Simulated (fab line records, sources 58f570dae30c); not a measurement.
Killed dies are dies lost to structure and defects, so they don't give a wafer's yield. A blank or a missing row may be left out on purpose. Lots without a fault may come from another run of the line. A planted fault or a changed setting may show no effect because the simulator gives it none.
Chamber matching | flow berkeley_cmos170 | UCB170_GATE_ETCH_15 on rie_si-01: 4 sister chambers
The step etches poly-Si in HBr/Cl2, stops on SiO2, time 56.3 s, target depth 278.2 nm. 8 wafers are shown with their chamber, then 7 later ones without.

WAFERS WITH THEIR CHAMBER
wafer  | chamber | drypump_motor_current_A (A) | oes_product_au (a.u.)
L766.4 | 3       | 5.5                         | 0.826
L769.2 | 1       | 5.7                         | 0.828
L769.5 | 3       | 5.4                         | 0.832
L778.3 | 1       | 5.7                         | 0.833
L778.4 | 2       | 5.9                         | 0.847
L778.6 | 0       | 5.8                         | 0.853
L783.3 | 2       | 5.8                         | 0.851
L783.4 | 0       | 5.8                         | 0.860

WAFERS WITHOUT THEIR CHAMBER
wafer  | drypump_motor_current_A (A) | oes_product_au (a.u.)
L783.5 | 5.8                         | 0.855
L787.3 | 5.8                         | 0.853
L787.4 | 5.4                         | 0.842
L787.5 | 5.7                         | 0.830
L789.1 | 5.8                         | 0.858
L789.2 | 5.7                         | 0.830
L789.4 | 5.8                         | 0.858

WHICH CHAMBER EACH WENT THROUGH
wafer  | from the rows above     | in truth
L783.5 | can't be placed: 0 or 2 | 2
L787.3 | can't be placed: 0 or 2 | 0
L787.4 | 3                       | 3
L787.5 | 1                       | 1
L789.1 | 0                       | 0
L789.2 | 1                       | 1
L789.4 | 0                       | 0
Placed correctly: 5 of 7. Can't be placed from these rows: 2 (the true chamber is among the candidates in 2). Placed wrongly: 0.
How it was worked out, from the rows above alone: a wafer's distance from a chamber is the root of the sum, over the readings, of the square of ((its reading less the chamber's mean) divided by the reading's scatter). The wafer belongs to the nearest chamber; if the next one is less than 2 further off, it can't be placed. A chamber's mean is the mean of its shown wafers. The scatter: the root of (the sum of the squares of (reading less its chamber's mean) over the shown wafers, divided by (wafers less chambers)).
